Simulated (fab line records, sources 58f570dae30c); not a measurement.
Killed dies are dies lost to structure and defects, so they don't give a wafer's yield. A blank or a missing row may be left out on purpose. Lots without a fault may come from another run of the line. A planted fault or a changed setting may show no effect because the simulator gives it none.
One fault seen from 2 desks | flow berkeley_cmos170 | each desk has only its own numbers; what lay behind them comes last

THE METROLOGY DESK
What the gauges read, lot by lot, whatever tool the lot ran on: means of the sampled wafers that have a number. A lot is out of limits, marked OUT, if its mean lies more than 4 standard deviations from the usual mean; the brackets give that distance.
Columns: A = WELLDRIVE_OXIDE_THK at UCB170_WELLDRIVE_THK_MEAS_02, usual 200 nm; B = SILICIDE_TI_RS at UCB170_SILICIDE_RS_MEAS_02, usual 26.1 ohm/sq; C = SILICIDE_TI_THK at UCB170_SILICIDE_THK_MEAS_03, usual 30.0 nm
lot  | first seen here | A   | B              | C
L235 | day 4 09:11     | 197 | 25.8           | 30.5
L236 | day 5 00:52     | 200 | 26.0           | 30.0
L238 | day 5 20:14     | 199 | 26.1           | 29.9
L240 | day 6 02:56     | 199 | 26.0           | 29.8
L241 | day 6 02:56     | 207 | 26.2           | 29.9
L243 | day 6 14:04     | 205 | 37.8 (+31) OUT | 25.1 (-13) OUT
L248 | day 7 06:55     | 195 | 26.2           | 30.2
L250 | day 7 06:55     | 196 | 26.5           | 29.7
L249 | day 7 06:59     | 200 | 26.4           | 29.8
L251 | day 7 17:22     | 198 | 26.2           | 30.0
L252 | day 7 17:22     | 203 | 25.7           | 30.5
L257 | day 8 15:37     | 203 | 25.9           | 30.3
L258 | day 9 01:55     | 203 | 27.0           | 29.3
This desk's finding: out of limits on L243; first on L243, day 11 05:41 (SILICIDE_TI_RS at UCB170_SILICIDE_RS_MEAS_02). In limits: L235, L236, L238, L240, L241, L248, L250, L249, L251, L252, L257, L258.

THE TOOL OWNER'S DESK: pvd_sputter-03
The tool's own readings at UCB170_SILICIDE_SPUTTER_01 (material Ti, target thk 30 nm, time 25 s): means of the sampled wafers that have a number, for each lot that ran on this tool. A lot is out of limits, marked OUT, if its mean lies more than 4 standard deviations from the usual mean; the brackets give that distance.
Columns: A = throttle_valve_pct at UCB170_SILICIDE_SPUTTER_01, usual 30.4 %
lot  | first seen here | A
L238 | day 9 19:29     | 30.3
L241 | day 10 15:11    | 30.2
L243 | day 11 05:38    | 30.3
This desk's finding: nothing out of limits on any of the 3 lots.

PUT TOGETHER
The metrology desk could have raised an alarm at day 11 05:41, on L243.
The tool owner's desk saw nothing out of limits.
The tool owner's desk has L243 on record, within its limits.
Of the lots named, all ran UCB170_SILICIDE_SPUTTER_01 on pvd_sputter-03.

WHAT THE SIMULATOR HAD PUT IN
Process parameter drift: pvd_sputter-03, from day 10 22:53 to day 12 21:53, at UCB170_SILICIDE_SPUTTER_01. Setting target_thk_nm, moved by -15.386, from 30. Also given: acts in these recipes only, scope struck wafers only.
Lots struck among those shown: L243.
Hours from the fault's start to each desk's first reading out of limits: the metrology desk, 7.
